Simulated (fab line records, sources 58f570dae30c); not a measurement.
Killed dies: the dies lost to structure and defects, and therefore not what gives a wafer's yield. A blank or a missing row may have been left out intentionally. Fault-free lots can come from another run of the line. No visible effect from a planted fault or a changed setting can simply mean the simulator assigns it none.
Struck lot and sound lot, side by side || flow berkeley-cmos170 || 23 steps out of a route of 331
Sound: these wafers, L723.3, L723.4, L723.5. Struck: wafers L731.2, L731.3, L731.5. The cause is given at the end.
At each step with rows: each side's tool, then ch and its chambers, then its first start. Under that, the readings that differ: sound wafers || struck wafers || difference of the means || sigmas: that difference in standard deviations of wafers without a fault.
alike: a reading whose means differ by less than 2 such deviations, as well as words and numbers matching on both sides. not compared: withheld readings; readings where some wafer has no value; bounds like >300 that might hide an equal value; numbers whose values overlap and for which the record gives no deviation.
A row with sigmas, a row that says differs or no value, or rows on one side alone: a step with any of these is where the two part. Numbers that don't overlap but have no deviation are shown without sigmas and don't part them. Lack of a reading on every wafer of one side parts them only where that side has two or more wafers.

UCB170_NWELL_ETCH_13: etches Si3N4 in CH3F/Ar/O2, stops on SiO2, target depth 246.4 nm, time 154 s.
  sound on rie-diel-03 ch 1,2,3, day 2 23:59; struck on rie-diel-03 ch 0,3, day 4 07:41
  alike: CH3F_flow_sccm, O2_flow_sccm, drypump-motor-current-A, oes-product-au, throttle-valve-pct
  not compared: rf-hours-counter-h
after that, 1 step had no rows for these wafers: UCB170_NWELL_IMPLANT_14.
UCB170_NWELL_STRIP_15: strips in O2.
  sound on plasma-asher-03 ch 0,1, day 3 00:16; struck on plasma-asher-02 ch 0,1, day 4 07:57
  alike: drypump-motor-current-A, oes-product-au, strip-time-to-endpoint-s
  not compared: rf-hours-counter-h
UCB170_NWELL_TW_MEAS_16:
  sound: film-metro-01 at day 3 00:22; struck: film-metro-02 at day 4 08:04
  alike: NWELL_TW
then, 6 steps without rows for these wafers: UCB170_NWELL_CLEAN_17 (cleans in SPM, time 600 s); UCB170_NWELL_WET_ETCH_18 (etches Si3N4 in H3PO4, time 14400 s); UCB170_NWELL_WET_ETCH_19 (etches SiO2 in BOE, time 22 s); UCB170_PWELL_CLEAN_00 (cleans in SPM, time 600 s); UCB170_PWELL_CLEAN_01 (cleans in dHF, time 60 s); UCB170_PWELL_OXIDATION_02 (target thk 26.4 nm, ox time 1260 s).
UCB170_PWELL_THK_MEAS_03:
  sound: film-metro-03 at day 3 07:23; struck: film-metro-02 at day 4 18:44
  alike: PWELL_OXIDE_THK
then, 1 step without rows for these wafers: UCB170_PWELL_ANNEAL_04 (time 900 s).
UCB170_PWELL_CVD_05: deposits Si3N4 from SiH2Cl2/NH3, target thk 220 nm, time 3300 s.
  sound on lpcvd-01 ch 0, day 3 11:44; struck on lpcvd-01 ch 0, day 5 01:37
{"reading": "pressure-mtorr (mTorr)", "sound": "200.2 199.5 200.2", "struck": "160.4 160.6 160.2", "difference": -39.6, "sigmas": "-99 or more"}
{"reading": "model.Si3N4_of_PWELL_CVD_05.thk-nm (nm)", "sound": "222.9 223.3 222.7", "struck": "211.6 209.6 211", "difference": -12.2, "sigmas": ""}
  alike: spike-tc-source-C
UCB170_PWELL_THK_MEAS_06:
  sound: film-metro-04 at day 3 13:40; struck: film-metro-04 at day 5 03:52
{"reading": "PWELL_NITRIDE_THK (nm)", "sound": "222.9 223.3 222.7", "struck": "211.5 209.8 211.0", "difference": -12.2, "sigmas": -7}
  not compared: hold
then, 5 steps without rows for these wafers: UCB170_PWELL_COAT_08 (resist thk 900 nm); UCB170_PWELL_SOFTBAKE_09 (time 60 s); UCB170_PWELL_EXPOSE_10 (exposes mask PWELL, target cd 3000 nm); UCB170_PWELL_PEB_11; UCB170_PWELL_DEVELOP_12 (develop time 45 s).
UCB170_PWELL_OVL_MEAS_13:
  sound: overlay-01 at day 3 14:34; struck: overlay-02 at day 5 06:28
  alike: PWELL_OVL
UCB170_PWELL_ETCH_14: etches Si3N4 in CH3F/Ar/O2, stops on SiO2, target depth 242 nm, time 151 s.
  sound on rie-diel-01 ch 1,2, day 3 14:35; struck on rie-diel-03 ch 0,1,3, day 5 06:30
{"reading": "model.etch.depth-nm (nm)", "sound": "222.9 223.3 222.7", "struck": "211.6 209.6 211", "difference": -12.2, "sigmas": ""}
  alike: CH3F_flow_sccm, O2_flow_sccm, drypump-motor-current-A, oes-product-au, throttle-valve-pct
  not compared: rf-hours-counter-h
after that, 1 step had no rows for these wafers: UCB170_PWELL_IMPLANT_15.
-- the record jumps here: 5 days lie between the struck wafers' starts before and after (it left off in module PWELL and takes up again in module M3, whose first step shown is number 331 of the route) --
UCB170_M3_PROBE_99:
  only the struck wafers here have rows in the record (prober-01, day 9 23:38); the sound ones have none

== WHERE THEY PART ==
Last at UCB170_M3_PROBE_99 as far as this record goes, first at UCB170_PWELL_CVD_05.

WHY: the cause the simulator had injected
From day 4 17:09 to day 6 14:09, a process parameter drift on lpcvd-01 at UCB170_PWELL_CVD_05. Setting pressure-mtorr shifted by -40 from 200. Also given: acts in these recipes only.
